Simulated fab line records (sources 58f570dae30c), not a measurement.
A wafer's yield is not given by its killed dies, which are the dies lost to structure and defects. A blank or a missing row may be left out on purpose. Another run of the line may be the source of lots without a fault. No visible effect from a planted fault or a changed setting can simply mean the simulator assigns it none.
Which tool did it? | flow berkeley-cmos170 | 14 lots, 42 wafers sampled, at 3 steps of a route of 331

== WHAT EACH GAUGE READ, for each wafer ==
UCB170_M2_RS_MEAS_02: measures by four-point-probe.
lot  | measured     | on            | M2_AL_RS (ohm/sq)
L832 | day 8 13:02  | film-metro-02 | 0.0318 0.0323 0.0318
L833 | day 9 05:41  | film-metro-01 | 0.0321 0.0322 0.0324
L834 | day 9 08:30  | film-metro-01 | 0.0327 0.0327 0.0326
L836 | day 9 11:03  | film-metro-03 | 0.0320 0.0319 0.0322
L838 | day 10 11:08 | film-metro-01 | 0.0327 0.0326 0.0326
L840 | day 10 12:26 | film-metro-02 | 0.0301 0.0303 0.0305
L839 | day 10 15:05 | film-metro-01 | 0.0321 0.0321 0.0319
L842 | day 11 00:44 | film-metro-03 | 0.0308 0.0305 0.0305
L844 | day 11 09:49 | film-metro-02 | 0.0321 0.0322 0.0321
L845 | day 12 02:20 | film-metro-02 | 0.0328 0.0327 0.0328
L850 | day 12 23:19 | film-metro-01 | 0.0320 0.0319 0.0325
L853 | day 13 13:16 | film-metro-01 | 0.0322 0.0319 0.0321
L851 | day 13 13:36 | film-metro-02 | 0.0322 0.0323 0.0324
L854 | day 13 23:14 | film-metro-03 | 0.0326 0.0330 0.0327

UCB170_M2_THK_MEAS_03: measures by xrf.
lot  | measured     | on            | M2_AL_THK (nm)
L832 | day 8 13:09  | film-metro-02 | 914 903 921
L833 | day 9 05:48  | film-metro-01 | 911 905 902
L834 | day 9 08:35  | film-metro-01 | 886 888 892
L836 | day 9 11:10  | film-metro-03 | 907 907 900
L838 | day 10 11:14 | film-metro-01 | 891 897 892
L840 | day 10 12:34 | film-metro-02 | 970 960 961
L839 | day 10 15:12 | film-metro-01 | 905 910 918
L842 | day 11 00:52 | film-metro-03 | 938 950 949
L844 | day 11 09:56 | film-metro-02 | 904 898 913
L845 | day 12 02:28 | film-metro-02 | 890 894 892
L850 | day 12 23:25 | film-metro-01 | 912 911 898
L853 | day 13 13:22 | film-metro-01 | 909 916 911
L851 | day 13 13:43 | film-metro-02 | 914 903 905
L854 | day 13 23:21 | film-metro-03 | 896 887 889

== TOOL THAT RAN EACH LOT (tool first, then ch and the chambers of the sampled wafers, then the start) ==
lot  | UCB170_M2_SPUTTER_01
L832 | pvd-sputter-02, day 8 12:56
L833 | pvd-sputter-03, day 9 05:35
L834 | pvd-sputter-02, day 9 08:21
L836 | pvd-sputter-03, day 9 10:56
L838 | pvd-sputter-02, day 10 11:02
L840 | pvd-sputter-03, day 10 12:22
L839 | pvd-sputter-01, day 10 15:00
L842 | pvd-sputter-03, day 11 00:39
L844 | pvd-sputter-01, day 11 09:43
L845 | pvd-sputter-02, day 12 02:15
L850 | pvd-sputter-01, day 12 23:11
L853 | pvd-sputter-02, day 13 13:09
L851 | pvd-sputter-03, day 13 13:30
L854 | pvd-sputter-01, day 13 23:08
- UCB170_M2_SPUTTER_01: material Al, target thk 900 nm, time 120 s.

== AS READ BY THE TOOLS THEMSELVES (means over the sampled wafers that have a number; for cases with no such wafer, the mark the record gives instead) ==
UCB170_M2_SPUTTER_01.
lot  | tool           | throttle-valve-pct (%)
L832 | pvd-sputter-02 | 30.4
L833 | pvd-sputter-03 | 29.9
L834 | pvd-sputter-02 | 29.7
L836 | pvd-sputter-03 | 30.0
L838 | pvd-sputter-02 | 30.3
L840 | pvd-sputter-03 | 30.1
L839 | pvd-sputter-01 | 30.4
L842 | pvd-sputter-03 | 30.1
L844 | pvd-sputter-01 | 29.3
L845 | pvd-sputter-02 | 30.2
L850 | pvd-sputter-01 | 30.0
L853 | pvd-sputter-02 | 31.1
L851 | pvd-sputter-03 | 30.9
L854 | pvd-sputter-01 | 29.5

== THE ANSWER, worked out from the rows above alone ==
Rule: the usual values come from the lots themselves. The widest of any qualifying gaps counts: lots, ordered by their means at a reading, are off when they make up no more than a third of the lots, leave a main group of 4 or more, and stand apart from it by 3 or more times the standard deviation of that group's means. If all means in a main group match to the digits the tables above print for the reading, that group is not used. Also off: a lot with no number at a reading for which 4 or more lots have one. Any other lot the step has rows for is counted as sound. After the gauges, taken in route order, come the tools' own readings; for these a lot's mean is taken, as printed above. The first step at which some lot is off is used, and at that step the reading that is off furthest; a lot without a number counts as furthest.
Off: L840, L842, seen at UCB170_M2_RS_MEAS_02 (M2_AL_RS). Main group: mean 0.0323 ohm/sq, sd 0.0003.
A tool fits if, at a process step before that reading, it ran every lot that is off, and no sound lot after the first of them. The gauges at UCB170_M2_RS_MEAS_02 are tried like those tools. None of those tried fits.

== WHAT WAS PUT IN BY THE SIMULATOR ==
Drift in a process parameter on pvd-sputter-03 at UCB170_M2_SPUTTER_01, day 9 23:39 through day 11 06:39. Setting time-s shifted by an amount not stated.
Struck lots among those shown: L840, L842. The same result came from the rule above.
